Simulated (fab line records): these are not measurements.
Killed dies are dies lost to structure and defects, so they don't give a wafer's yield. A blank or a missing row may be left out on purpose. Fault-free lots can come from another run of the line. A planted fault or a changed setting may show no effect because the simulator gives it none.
Comparing a struck lot with a sound one | flow rit_cmos | 20 steps out of a route of 202
Sound: the wafers L554.1, L554.2, L554.4. Wafers L557.3, L557.5, L557.6 were the ones struck. The cause is given at the end.
Each step with rows lists, per side, the tool, then ch with its chambers, then its first start. Under that, the readings that differ: sound wafers | struck wafers | difference of the means | sigmas: that difference in standard deviations of wafers without a fault.
alike: a reading whose means differ by less than 2 such deviations, as well as words and numbers matching on both sides. not compared: withheld readings; readings where some wafer has no value; bounds like >300 that might hide an equal value; numbers whose values overlap and for which the record gives no deviation.
A row with sigmas, a row that says differs or no value, or rows on one side alone: a step with any of these is where the two part. When numbers do not overlap yet have no deviation, they are printed without sigmas and do not part them. A reading missing from all wafers of one side parts the sides only when that side holds two or more wafers.

first, 6 steps without rows for these wafers: RIT_NWELL_HMDS_00 (prime time 60 s); RIT_NWELL_COAT_01 (resist thk 1300 nm); RIT_NWELL_SOFTBAKE_02 (time 60 s); RIT_NWELL_EXPOSE_03 (exposes mask M2, target cd 43900 nm); RIT_NWELL_PEB_04; RIT_NWELL_DEVELOP_05 (develop time 68 s).
RIT_NWELL_OVL_MEAS_06:
  struck on overlay-01, day 2 23:28; sound on overlay-01, day 2 07:49
  alike: NWELL_OVL
then, 2 steps without rows for these wafers: RIT_NWELL_HARDBAKE_07 (time 120 s); RIT_NWELL_IMPLANT_08.
RIT_NWELL_STRIP_09: strips in O2, time 180 s.
  sound on plasma_asher-04 ch 0,1, day 2 08:23; struck on plasma_asher-04 ch 0,1, day 2 23:57
  alike: drypump_motor_current_A
  not compared: rf_hours_counter_h
RIT_NWELL_TW_MEAS_10:
  struck on film_metro-01, day 3 00:29; sound on film_metro-02, day 2 08:34
  alike: NWELL_TW
then, 1 step without rows for these wafers: RIT_PWELL_HMDS_00 (prime time 60 s).
RIT_PWELL_COAT_01: resist thk 1300 nm.
  sound on litho_track-03 ch 0, day 2 08:49; struck on litho_track-01, day 3 00:44
  no value came back on the struck wafers for chill_plate_temp_C (C), dispense_pressure_kPa (kPa); on the sound wafers chill_plate_temp_C (C) reads 22.98 22.94 22.92
then, 4 steps without rows for these wafers: RIT_PWELL_SOFTBAKE_02 (time 60 s); RIT_PWELL_EXPOSE_03 (exposes mask M3, target cd 43700 nm); RIT_PWELL_PEB_04; RIT_PWELL_DEVELOP_05 (develop time 68 s).
RIT_PWELL_OVL_MEAS_06:
  struck on overlay-01, day 3 01:25; sound on overlay-01, day 2 09:40
  reading        | sound       | struck | difference                    | sigmas
  PWELL_OVL (nm) | 2.5 2.3 1.4 | - - -  | no value on the struck wafers |
then, 1 step without rows for these wafers: RIT_PWELL_HARDBAKE_07 (time 120 s).
RIT_M1_PROBE_99:
  the record has rows for the struck wafers here (prober-02, day 4 16:08) and none for the sound ones

## WHERE THEY PART
Last at RIT_M1_PROBE_99 as far as this record goes, first at RIT_PWELL_COAT_01.

WHY: whatever the simulator had introduced
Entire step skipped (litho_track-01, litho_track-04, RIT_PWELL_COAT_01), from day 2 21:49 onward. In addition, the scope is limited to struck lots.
